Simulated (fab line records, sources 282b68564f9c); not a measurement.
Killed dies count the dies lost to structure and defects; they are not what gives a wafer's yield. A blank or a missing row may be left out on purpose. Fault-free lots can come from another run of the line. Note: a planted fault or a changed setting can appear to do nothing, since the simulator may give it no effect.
A struck lot beside a sound one | flow ritCmos | 27 steps out of a route of 202
Sound: wafers L173.1, L173.3, L173.5. Wafers struck: L183.2, L183.3, L183.6. The cause is named last.
At each step with rows: each side's tool, then ch and its chambers, then its first start. Under that, the readings that differ: sound wafers | struck wafers | difference of the means | sigmas: that difference in standard deviations of wafers without a fault.
alike: readings whose means differ by less than 2 such deviations, and words and numbers that are the same on both sides. not compared: withheld readings, readings that some wafer has no value for, bounds like >300 that may hide the same value, and numbers for which the record gives no deviation and whose values overlap.
Wherever a step has rows on one side only, a row that says differs or no value, or a row with sigmas, the two part there. When numbers do not overlap yet have no deviation, they are printed without sigmas and do not part them. A reading missing from all wafers of one side parts the sides only when that side holds two or more wafers.

first, 4 steps without rows for these wafers: RIT_CONTACT_SOFTBAKE_04 (time 60 s); RIT_CONTACT_EXPOSE_05 (exposes mask M11, target cd 1000 nm); RIT_CONTACT_PEB_06; RIT_CONTACT_DEVELOP_07 (develop time 120 s).
RIT_CONTACT_CD_MEAS_08: the cd target is 1000 nm.
  sound on cdSem-01, day 3 11:25; struck on cdSem-02, day 5 21:28
reading   | sound               | struck            | difference | sigmas
cdNm (nm) | 1002.1 999.3 1001.2 | 997.4 997.5 995.2 | -4.2       | -2
RIT_CONTACT_OVL_MEAS_09:
  sound on overlay-01, day 3 11:32; struck on overlay-01, day 5 21:34
  alike: CONTACT_OVL
then, 1 step without rows for these wafers: RIT_CONTACT_HARDBAKE_10 (time 60 s).
RIT_CONTACT_ETCH_11: etches SiO2 in CHF3/CF4/Ar, stops on TiSi2, target depth 480 nm, time 320 s.
  sound on rieDiel-04 ch 0,2,3, day 3 11:43; struck on rieDiel-04 ch 0,1,3, day 5 21:44
  alike: drypumpMotorCurrentA, oesProductAu, throttleValvePct
  not compared: rfHoursCounterH
RIT_CONTACT_STRIP_12: strips in O2, time 180 s.
  sound on plasmaAsher-04 ch 0,1, day 3 11:55; struck on plasmaAsher-02 ch 0,1, day 5 21:56
  alike: drypumpMotorCurrentA, rfReflPowerW
  not compared: rfHoursCounterH
RIT_CONTACT_CD_MEAS_90: the cd target is 1000 nm.
  sound on cdSem-02, day 3 12:05; struck on cdSem-01, day 5 22:08
reading   | sound               | struck            | difference | sigmas
cdNm (nm) | 1001.5 999.4 1001.2 | 997.0 997.1 994.5 | -4.5       | -2
then, 2 steps without rows for these wafers: RIT_CONTACT_CLEAN_13 (cleans in SC1, time 600 s); RIT_CONTACT_CLEAN_14 (cleans in SC2, time 600 s).
RIT_M1_SPUTTER_00: material Al, target thk 400 nm, time 500 s.
  sound on pvdSputter-04, day 3 12:34; struck on pvdSputter-04, day 5 22:35
reading                              | sound             | struck            | difference | sigmas
model.Al_of_M1_SPUTTER_00.thkNm (nm) | 399.7 398.3 401.7 | 644.4 643.7 642.3 | +243.6     | 
  alike: throttleValvePct
RIT_M1_RS_MEAS_01: the measuring method here is four-point-probe.
  sound on filmMetro-03, day 3 12:52; struck on filmMetro-01, day 5 22:54
reading           | sound                | struck               | difference | sigmas
M1_AL_RS (ohm/sq) | 0.0733 0.0736 0.0731 | 0.0453 0.0453 0.0454 | -0.0280    | -36
RIT_M1_THK_MEAS_02: measures by xrf.
  sound on filmMetro-03, day 3 12:59; struck on filmMetro-01, day 5 23:01
reading        | sound       | struck      | difference | sigmas
M1_AL_THK (nm) | 401 398 403 | 650 649 644 | +247       | +55
then, 6 steps without rows for these wafers: RIT_M1_HMDS_03 (prime time 60 s); RIT_M1_COAT_04 (resist thk 1300 nm); RIT_M1_SOFTBAKE_05 (time 60 s); RIT_M1_EXPOSE_06 (exposes mask M12, target cd 2600 nm); RIT_M1_PEB_07; RIT_M1_DEVELOP_08 (develop time 68 s).
RIT_M1_CD_MEAS_09: the cd target is 2600 nm.
  sound on cdSem-01, day 3 13:55; struck on cdSem-02, day 6 00:05
  alike: cdNm
RIT_M1_OVL_MEAS_10:
  sound on overlay-02, day 3 14:02; struck on overlay-01, day 6 00:11
reading     | sound          | struck      | difference | sigmas
M1_OVL (nm) | -1.8 -1.1 -2.7 | 1.1 1.7 1.3 | +3.2       | +2
then, 1 step without rows for these wafers: RIT_M1_HARDBAKE_11 (time 120 s).
RIT_M1_METAL_ETCH_12: etches Al in Cl2/BCl3, stops on SiO2, time 165 s, target depth 600 nm.
  sound on rieMetal-04 ch 0,1, day 3 14:19; struck on rieMetal-02 ch 1, day 6 00:28
reading             | sound             | struck            | difference | sigmas
oesProductAu (a.u.) | 0.789 0.793 0.771 | 1.010 1.003 1.021 | +0.227     | +14
  alike: drypumpMotorCurrentA, throttleValvePct
  not compared: rfHoursCounterH
then, 1 step without rows for these wafers: RIT_M1_STRIP_13 (strips in nmp, time 600 s).
RIT_M1_PROBE_99:
  sound on prober-01, day 3 16:35; struck on prober-01, day 6 02:46
reading                               | sound               | struck            | difference | sigmas
defectLimitedYield (%)                | 98.5 98.1 98.1      | 0.4 0.8 2.3       | -97.1      | -81
killed_at_M0_to_M3                    | 0 0 0               | 263 251 254       | +256       | +99 or more
killedDies                            | 4 5 5               | 263 262 258       | +256       | +83
killedOnRim                           | 2 1 2               | 69 69 67          | +67        | +48
model.etest.tester.sortNPass          | 260 259 259         | 1 2 0             | -258       | 
model.etest.tester.sortYieldPct (%)   | 98.48 98.11 98.11   | 0.3788 0.7576 0   | -97.8545   | 
model.etest.tester.sort_bin_5_pct (%) | 0.3788 1.515 0.7576 | 99.62 97.35 97.35 | +97.22     | 
model.etest.diodePplusComb.overLimit  | 0 0 0               | 1 1 1             | +1         | 
model.etest.polyCombOverSteps.short   | 0 0 0               | 1 1 1             | +1         | 
model.etest.diodePplusComb.short      | 0 0 0               | 1 1 1             | +1         | 
model.etest.nmosTurned.short          | 0 0 0               | 1 1 1             | +1         | 
model.etest.nmos_0p15.overLimit       | 0 0 0               | 1 1 1             | +1         | 
  alike: killedAtFrontEnd, killedOpen, killedShort

WHERE THEY PART
Last at RIT_M1_PROBE_99 as far as this record goes, first at RIT_CONTACT_CD_MEAS_08.

WHY: what the simulator had put in
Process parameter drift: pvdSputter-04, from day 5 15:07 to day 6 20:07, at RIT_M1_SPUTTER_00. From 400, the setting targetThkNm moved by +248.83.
